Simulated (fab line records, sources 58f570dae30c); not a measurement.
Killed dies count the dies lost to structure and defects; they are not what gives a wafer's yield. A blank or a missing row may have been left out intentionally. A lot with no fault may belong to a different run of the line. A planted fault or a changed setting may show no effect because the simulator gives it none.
fab line records    flow berkeley_cmos170
record: lots: 6  wafers: 18  last_day: 12
route steps=331 shown NWELL@16 M3@331
lots that met no fault: from a run of the same line without faults
start_h: the number of hours between the record's first day and the start of the first shown wafer of the lot    wait_h: hours elapsed since this lot's preceding step    " same as the row above    L1.1+2: one row covering several wafers at once    - no value present, or no start provided    * or withheld: withheld    < > ~ a bound
route shown NAME@n: NAME is a module with steps in the file, n the number in the route of the first one    usual: mean/standard deviation of fault-free wafers    same: alike in all rows    chamber/n: place in a boat    sites: readings site by site    _std_site: the standard deviation of these    _edge_site: outer sites' mean less inner sites'    radius_mm: how far each site lies from the wafer's centre    mask NAME#n: copy n    behind: the most recent tool/chamber to have shaped the wafer    hold: why the lot was held/for how many hours/how that ended    device: names the non-switching transistor (n, p or np)    end of line: the tests these same wafers got at the end of their route    a step with no rows: only its recipe    killed: dies lost to structure and defects at the first sort, not the wafer's yield    map: dies across one wafer; x = killed, . = not, _ = none there
set.NAME: the run value of the setting; set.NAME@STEP: its run value at that earlier step    model.NAME: the simulator's own value behind a step, which no gauge read
lots at selected steps of the route; one table per step, one row per wafer
services: when a tool's chamber went out of use (start_h, in hours from the record's first day, below 0 if earlier), for how many hours, and the reason
== steps ==
step: UCB170_NWELL_THK_MEAS_02
recipe: reads: SiO2_of_NWELL_OXIDATION_01
usual: NWELL_OXIDE_THK: 26.3/0.55
lot.wafer  tool           chamber  start_h  wait_h  NWELL_OXIDE_THK[nm]
L985.2     film_metro-03  -        35.58    0.0     27.7
L985.5     "              -        "        "       27.4
L985.6     "              -        "        "       27.4
L991.1     film_metro-03  -        67.16    0.0     26.9
L991.2     "              -        "        "       27.1
L991.5     "              -        "        "       26.4
L999.2     film_metro-02  -        102.59   0.0     25.4
L999.3     "              -        "        "       25.8
L999.5     "              -        "        "       25.9
L101.2     film_metro-02  -        117.35   0.0     26.2
L101.4     "              -        "        "       26.1
L101.6     "              -        "        "       26.0
L103.1     film_metro-04  -        129.65   0.0     27.2
L103.2     "              -        "        "       26.7
L103.6     "              -        "        "       27.2
L104.1     film_metro-02  -        129.65   0.0     26.7
L104.2     "              -        "        "       26.0
L104.5     "              -        "        "       26.4
step: UCB170_NWELL_ANNEAL_03
recipe: temp_c: 1000  time_s: 900  ambient: N2
step: UCB170_NWELL_CVD_04
recipe: material: Si3N4  target_thk_nm: 224  temp_c: 800  precursor: SiH2Cl2/NH3  time_s: 3360  pressure_mtorr: 200  sih2cl2_flow_sccm: 25  nh3_flow_sccm: 75
step: UCB170_NWELL_THK_MEAS_05
recipe: reads: Si3N4_of_NWELL_CVD_04
usual: NWELL_NITRIDE_THK: 223.6/2
lot.wafer  tool           chamber  start_h  wait_h  NWELL_NITRIDE_THK[nm]
L985.2     film_metro-04  -        44.33    0.0     222.6
L985.5     "              -        "        "       222.0
L985.6     "              -        "        "       221.7
L991.1     film_metro-04  -        76.39    0.0     225.1
L991.2     "              -        "        "       225.2
L991.5     "              -        "        "       224.1
L999.2     film_metro-03  -        109.72   0.0     222.2
L999.3     "              -        "        "       222.4
L999.5     "              -        "        "       220.6
L101.2     film_metro-03  -        131.07   0.0     221.1
L101.4     "              -        "        "       222.5
L101.6     "              -        "        "       222.8
L103.1     film_metro-04  -        138.31   0.0     227.3
L103.2     "              -        "        "       224.5
L103.6     "              -        "        "       223.2
L104.1     film_metro-03  -        138.31   0.0     223.5
L104.2     "              -        "        "       223.2
L104.5     "              -        "        "       221.3
step: UCB170_NWELL_HMDS_06
recipe: prime_time_s: 60  prime_temp_c: 100
step: UCB170_NWELL_COAT_07
recipe: resist: KrF  spin_rpm: 1500  resist_thk_nm: 900
step: UCB170_NWELL_SOFTBAKE_08
recipe: resist: KrF  temp_c: 130  time_s: 60
step: UCB170_NWELL_EXPOSE_09
recipe: mask_id: NWELL  target_cd_nm: 3000  na: 0.5  sigma_outer: 0.6  source_shape: conventional  dose_mj: 25
step: UCB170_NWELL_PEB_10
recipe: peb_temp_c: 130  peb_time_s: withheld  resist: KrF
step: UCB170_NWELL_DEVELOP_11
recipe: developer: TMAH  develop_time_s: 45  resist: KrF  dev_temp_c: 21
step: UCB170_NWELL_OVL_MEAS_12
usual: NWELL_OVL: 3/5.2
lot.wafer  tool        chamber  start_h  wait_h  NWELL_OVL[nm]
L985.2     overlay-02  -        45.30    -       2
L985.5     "           -        "        "       3
L985.6     "           -        "        "       -7
L991.1     overlay-02  -        77.42    -       -2
L991.2     "           -        "        "       -6
L991.5     "           -        "        "       -10
L999.2     overlay-02  -        110.73   -       8
L999.3     "           -        "        "       5
L999.5     "           -        "        "       2
L101.2     overlay-01  -        132.51   -       8
L101.4     "           -        "        "       15
L101.6     "           -        "        "       14
L103.1     overlay-02  -        139.34   -       -10
L103.2     "           -        "        "       -2
L103.6     "           -        "        "       3
L104.1     overlay-02  -        140.21   -       2
L104.2     "           -        "        "       -1
L104.5     "           -        "        "       -1
step: UCB170_NWELL_ETCH_13
recipe: chemistry: CH3F/Ar/O2  target: Si3N4  stop_on: SiO2  CH3F_flow_sccm: 20  Ar_flow_sccm: 50  O2_flow_sccm: 7  pressure_mtorr: 50  rf_w: 450  target_depth_a: 2464  over_etch_frac: 0.1  time_s: 154
usual: drypump_motor_current_A: 6.0/0.44  oes_product_au: 0.945/0.019  throttle_valve_pct: 8.03/0.14
lot.wafer  tool         chamber  start_h  wait_h  drypump_motor_current_A  oes_product_au  rf_hours_counter_h  throttle_valve_pct
L985.2     rie_diel-01  1        45.33    0.0     5.6                      0.968           10                  8.08
L985.5     "            0        "        "       6.2                      0.958           -                   8.14
L985.6     "            3        "        "       6.6                      0.969           -                   7.83
L991.1     rie_diel-01  1        77.45    0.0     5.6                      0.960           11                  8.07
L991.2     "            2        "        "       5.7                      0.936           15                  8.23
L991.5     "            0        "        "       6.3                      0.951           -                   8.16
L999.2     rie_diel-04  3        110.76   0.0     5.6                      0.918           113                 7.97
L999.3     "            2        "        "       5.6                      0.939           13                  7.94
L999.5     "            1        "        "       6.4                      0.943           -                   7.97
L101.2     rie_diel-02  0        132.54   0.0     5.1                      0.907           54                  8.25
L101.4     "            3        "        "       6.2                      0.941           102                 7.78
L101.6     "            3        "        "       6.2                      0.935           -                   7.79
L103.1     rie_diel-04  3        139.37   0.0     5.6                      0.923           114                 7.98
L103.2     "            2        "        "       5.6                      0.939           14                  7.94
L103.6     "            2        "        "       5.6                      0.925           -                   7.93
L104.1     rie_diel-04  1        140.24   0.0     6.3                      0.944           81                  7.97
L104.2     "            2        "        "       5.6                      0.924           14                  7.94
L104.5     "            0        "        "       6.0                      0.947           -                   8.08
step: UCB170_NWELL_IMPLANT_14
recipe: species: P  dose_cm2: 1e+13  energy_kev: 150  tilt_deg: 7
usual: dose_ions_cm2: 9.999e+12/9.6e+09  faraday_current_uA: 31.8/0.57
lot.wafer  tool          chamber  start_h  wait_h  dose_ions_cm2  faraday_current_uA
L985.2     implanter-04  0        45.46    0.1     1.0007e+13     31.3
L985.5     "             0        "        "       9.994e+12      31.4
L985.6     "             0        "        "       1.0002e+13     31.2
L991.1     implanter-04  0        77.56    0.1     9.998e+12      32.5
L991.2     "             0        "        "       9.98e+12       31.0
L991.5     "             0        "        "       9.981e+12      31.0
L999.2     implanter-04  0        110.89   0.1     1.0985e+13     35.9
L999.3     "             0        "        "       1.0998e+13     35.2
L999.5     "             0        "        "       1.0999e+13     34.5
L101.2     implanter-04  0        132.67   0.1     1.1004e+13     35.3
L101.4     "             0        "        "       1.1011e+13     34.7
L101.6     "             0        "        "       1.0991e+13     34.1
L103.1     implanter-02  0        139.47   0.1     1.0008e+13     32.2
L103.2     "             0        "        "       1.0004e+13     31.9
L103.6     "             0        "        "       1.0008e+13     31.3
L104.1     implanter-01  0        140.34   0.1     1.0015e+13     31.1
L104.2     "             0        "        "       1.0004e+13     31.4
L104.5     "             0        "        "       1.0019e+13     31.7
step: UCB170_NWELL_STRIP_15
recipe: chemistry: O2  power_w: 400  pressure_mtorr: 3500  platen_temp_c: withheld  o2_flow_sccm: 400  overash_fraction: 0.5
usual: drypump_motor_current_A: 5.9/0.65  oes_product_au: 0.721/0.0044  strip_time_to_endpoint_s: 18.02/0.11
lot.wafer  tool             chamber  start_h  wait_h  drypump_motor_current_A  oes_product_au  rf_hours_counter_h  strip_time_to_endpoint_s
L985.2     plasma_asher-02  0        45.59    0.1     6.2                      0.730           32                  17.97
L985.5     "                0        "        "       6.1                      0.720           -                   18.07
L985.6     "                1        "        "       6.0                      0.724           -                   18.21
L991.1     plasma_asher-03  1        77.71    0.1     4.9                      0.724           30                  17.95
L991.2     "                0        "        "       6.6                      0.719           30                  18.14
L991.5     "                0        "        "       6.6                      0.721           -                   18.00
L999.2     plasma_asher-02  0        111.05   0.1     6.1                      0.722           40                  17.93
L999.3     "                1        "        "       6.0                      0.720           -                   17.96
L999.5     "                1        "        "       6.0                      0.720           -                   17.91
L101.2     plasma_asher-01  0        132.79   0.1     6.5                      0.724           1                   18.07
L101.4     "                0        "        "       6.5                      0.716           -                   18.13
L101.6     "                0        "        "       6.5                      0.723           -                   18.09
L103.1     plasma_asher-02  0        139.62   0.1     6.1                      0.714           42                  18.08
L103.2     "                1        "        "       6.0                      0.715           42                  18.12
L103.6     "                1        "        "       6.0                      0.720           -                   18.11
L104.1     plasma_asher-01  1        140.49   0.1     5.1                      0.720           2                   18.07
L104.2     "                0        "        "       6.5                      0.722           2                   18.12
L104.5     "                0        "        "       6.5                      0.713           -                   18.00
step: UCB170_M3_PROBE_99
lot.wafer  tool       chamber  start_h  wait_h  model.etest.nwell_pinched.rs_ohm_sq  model.etest.nwell.rs_ohm_sq  model.etest.nwell.width_nm  model.etest.nwell.line_ohm_um  model.etest.field_p_metal.vt_v  model.etest.iso_pplus_pwell.bv_v  model.etest.vpnp.gain  model.etest.field_p.vt_v
L985.2     prober-02  -        201.58   0.1     1272                                 859.7                        2372                        365.4                          -58.38                          23.09                             11                     -20.63
L985.5     prober-02  -        201.73   0.2     1272                                 862.9                        2364                        362.5                          -58.79                          23.64                             11.05                  -20.74
L985.6     prober-02  -        201.78   0.2     1272                                 863.1                        2371                        363.5                          -57.51                          22.8                              11.05                  -20.54
L991.1     prober-01  -        225.52   0.1     1309                                 869.8                        2368                        366.6                          -59.72                          23.17                             11.62                  -20.82
L991.2     prober-01  -        225.57   0.1     1294                                 865.5                        2362                        364.1                          -60.01                          23.09                             11.33                  -20.89
L991.5     prober-01  -        225.72   0.2     1292                                 865.5                        2369                        365.7                          -59.4                           22.18                             11.45                  -20.47
L999.2     prober-02  -        261.18   0.1     1200                                 799.7                        2403                        331.2                          -62.28                          25.18                             10.63                  -22.32
L999.3     prober-02  -        261.23   0.2     1194                                 796.5                        2433                        330.3                          -62.23                          24.74                             10.47                  -22.16
L999.5     prober-02  -        261.33   0.2     1192                                 803.9                        2398                        331.6                          -63.84                          25.18                             10.56                  -22.44
L104.1     prober-02  -        287.47   0.1     1295                                 865                          2358                        370.2                          -60.32                          22.45                             11.44                  -21.16
L104.2     prober-02  -        287.52   0.1     1276                                 870.7                        2354                        367.4                          -60.6                           23.16                             11.3                   -21.39
L104.5     prober-02  -        287.67   0.2     1295                                 867.3                        2354                        368.7                          -59.97                          22.53                             11.36                  -20.91
L101.2     prober-02  -        289.24   0.1     1185                                 804.8                        2401                        328.9                          -62.98                          24.1                              10.32                  -21.45
L101.4     prober-02  -        289.34   0.2     1174                                 791                          2409                        329                            -63.2                           24.41                             10.33                  -21.82
L101.6     prober-02  -        289.44   0.2     1199                                 804.9                        2406                        334.4                          -63.27                          24.6                              10.25                  -21.87
L103.1     prober-01  -        298.52   0.1     1273                                 860.2                        2382                        360.5                          -59.42                          23.97                             11.3                   -21.42
L103.2     prober-01  -        298.57   0.1     1277                                 863.4                        2370                        365.6                          -60.17                          24.34                             11.3                   -21.71
L103.6     prober-01  -        298.77   0.2     1278                                 864.8                        2362                        361.8                          -60.55                          23.73                             11.53                  -21.2
killed by level:class
L985.2 M3:geometric_particle:open=1
L985.5 START:geometric_particle:short=1 SCREENOX:geometric_particle:open=1 GATE:geometric_particle:open=1 SILICIDE:geometric_particle:short=1 CONTACT:geometric_particle:short=1 V2:geometric_particle:open=1
L985.6 SPACER:geometric_particle:open=1
L991.1 WELLDRIVE:geometric_particle:open=1
L991.2 WELLDRIVE:geometric_particle:short=1
L991.5 FIELD:geometric_particle:short=1 V1:geometric_particle:open=1 M2:geometric_particle:open=1
L999.2
L999.3 GATE:geometric_particle:open=2 FIELD:geometric_particle:open=1 SACOX:geometric_particle:short=1 GATE:geometric_particle:short=1 SPACER:geometric_particle:open=1 SILICIDE:geometric_particle:short=1 CONTACT:geometric_particle:short=1
L999.5 SACOX:geometric_particle:open=1 CONTACT:geometric_particle:short=1 M1:geometric_particle:open=1
L104.1 START:geometric_particle:short=1
L104.2 SPACER:geometric_particle:short=1 M2:geometric_particle:open=1
L104.5 WELLDRIVE:geometric_particle:short=1 SCREENOX:geometric_particle:short=1
L103.2 SPACER:geometric_particle:short=1 SILICIDE:geometric_particle:open=1 CONTACT:geometric_particle:short=1
L103.6 GATE:geometric_particle:open=2 SILICIDE:geometric_particle:short=1 SPACER:area_etchback=1
== services ==
tool             chamber  start_h  hours  kind
plasma_asher-01  -        32.75    1.3    repair
plasma_asher-02  -        37.85    1.6    repair
plasma_asher-03  -        51.63    8.9    repair
implanter-04     -        57.28    3.0    repair
rie_diel-02      2        58.34    5.1    repair
plasma_asher-03  -        65.63    1.4    repair
implanter-02     -        78.49    43.1   repair
plasma_asher-01  -        108.75   9.0    pm
plasma_asher-01  0        108.75   9.0    vent_cycle
plasma_asher-01  1        108.75   9.0    vent_cycle
plasma_asher-01  0        117.75   -      clean
plasma_asher-01  1        117.75   -      clean
rie_diel-02      2        135.53   74.5   repair
implanter-01     -        135.86   3.9    repair
== key ==
first_sign: step: UCB170_NWELL_IMPLANT_14  reading: dose_ions_cm2  direction: up  sigmas: 99+  usual: 9.999e+12  struck: 1.0998e+13
effect: step: UCB170_NWELL_IMPLANT_14  reading: faraday_current_uA  direction: up  sigmas: 5.6  usual: 31.8  struck: 35.0
model_effect: step: UCB170_M3_PROBE_99  value: etest.nwell_pinched.rs_ohm_sq  without: 1297  struck: 1191
met_at UCB170_NWELL_IMPLANT_14
struck_wafers L999.2,L999.3,L999.5,L101.2,L101.4,L101.6
sort_left_out L101.2,L101.4,L101.6
tester_left_out L999,L101
onset_between 77.56 110.89
fault: kind: process_parameter_drift  tool: implanter-04  chamber: -  onset_h: 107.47  steps: UCB170_NWELL_IMPLANT_14  channel: dose_cm2  offset: 1e+12  shape: step  end_h: 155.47  acts_in: these_recipes_only  stated: 1e+13
tester_left_out: of these lots the tester's yield and bins aren't shown, on N5 and GAA mostly nor the transistor test; their killed dies are dies lost to structure and defects alone, not to doping, threshold or leakage, so they don't give the yield
sort_left_out: the simulated sort isn't trusted on such a fault, so these wafers' sort isn't shown, and their yield isn't known
